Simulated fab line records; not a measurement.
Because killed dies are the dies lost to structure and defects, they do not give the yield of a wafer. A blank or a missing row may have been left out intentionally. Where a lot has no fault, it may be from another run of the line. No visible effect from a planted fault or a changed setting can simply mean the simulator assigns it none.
One fault seen from 2 desks + flow berkeleyCmos170 + only its own numbers are on each desk; what lay behind them is given at the end

DESK OF THE TOOL OWNER: krfScanner-01
The tool's own readings at UCB170_NLDD_EXPOSE_03 (exposes mask NSELECT, target cd 1200 nm): means of the sampled wafers that have a number, for each lot that ran on this tool. Marked OUT: a lot whose mean sits more than 4 standard deviations from the usual mean, which makes it out of limits; the brackets give that distance.
Columns: A = exposureDoseMJCm2 at UCB170_NLDD_EXPOSE_03, usual 29.98
| lot  | first seen here | A                |
|------|-----------------|------------------|
| L848 | day 8 04:15     | 29.96            |
| L852 | day 8 13:16     | 29.98            |
| L851 | day 8 13:45     | 29.94            |
| L850 | day 8 14:14     | 30.00            |
| L858 | day 9 14:15     | 29.72 (-7.3) OUT |
This desk's verdict: out of limits on L858, starting with L858 at day 9 14:15 (exposureDoseMJCm2 at UCB170_NLDD_EXPOSE_03). L848, L852, L851, L850 stayed within limits.

THE METROLOGY DESK
What the gauges read for every lot (on any tool): the sampled wafers with a number, averaged. Marked OUT: a lot whose mean sits more than 4 standard deviations from the usual mean, which makes it out of limits; the brackets give that distance.
Columns: A = PVT_OVL at UCB170_PVT_OVL_MEAS_06, usual -1 nm; B = cdNm at UCB170_PSD_CD_MEAS_06, usual 1200.2 nm
| lot  | first seen here | A  | B      |
|------|-----------------|----|--------|
| L847 | day 6 23:40     | -3 | 1201.1 |
| L848 | day 7 08:34     | 3  | 1200.1 |
| L849 | day 7 08:41     | -4 | 1200.1 |
| L852 | day 7 17:21     | 1  | 1201.0 |
| L851 | day 7 17:54     | -5 | 1199.4 |
| L850 | day 7 17:58     | 2  | 1198.9 |
| L858 | day 8 14:13     | -2 | 1199.8 |
| L855 | day 8 14:27     | 1  | 1200.1 |
| L853 | day 8 15:00     | 1  | 1201.7 |
| L857 | day 8 15:35     | -1 | 1200.8 |
| L864 | day 9 18:18     | -3 | 1198.9 |
| L865 | day 10 10:14    | -6 | 1200.2 |
| L867 | day 10 10:55    | 1  | 1200.3 |
This desk found nothing out of limits on any of the 13 lots.

BROUGHT TOGETHER
On L858, at day 9 14:15, an alarm was possible from the tool owner's desk.
The metrology desk saw nothing out of limits.
The metrology desk holds a record of L858, inside its limits.
Every lot named ran UCB170_NLDD_EXPOSE_03 on krfScanner-01.

WHAT WAS PUT IN BY THE SIMULATOR
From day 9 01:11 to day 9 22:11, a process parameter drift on krfScanner-01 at UCB170_NLDD_EXPOSE_03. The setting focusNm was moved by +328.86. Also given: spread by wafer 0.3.
Shown lots that were struck: L858.
Hours from the fault's start to each desk's first reading out of limits: the tool owner's desk, 13.
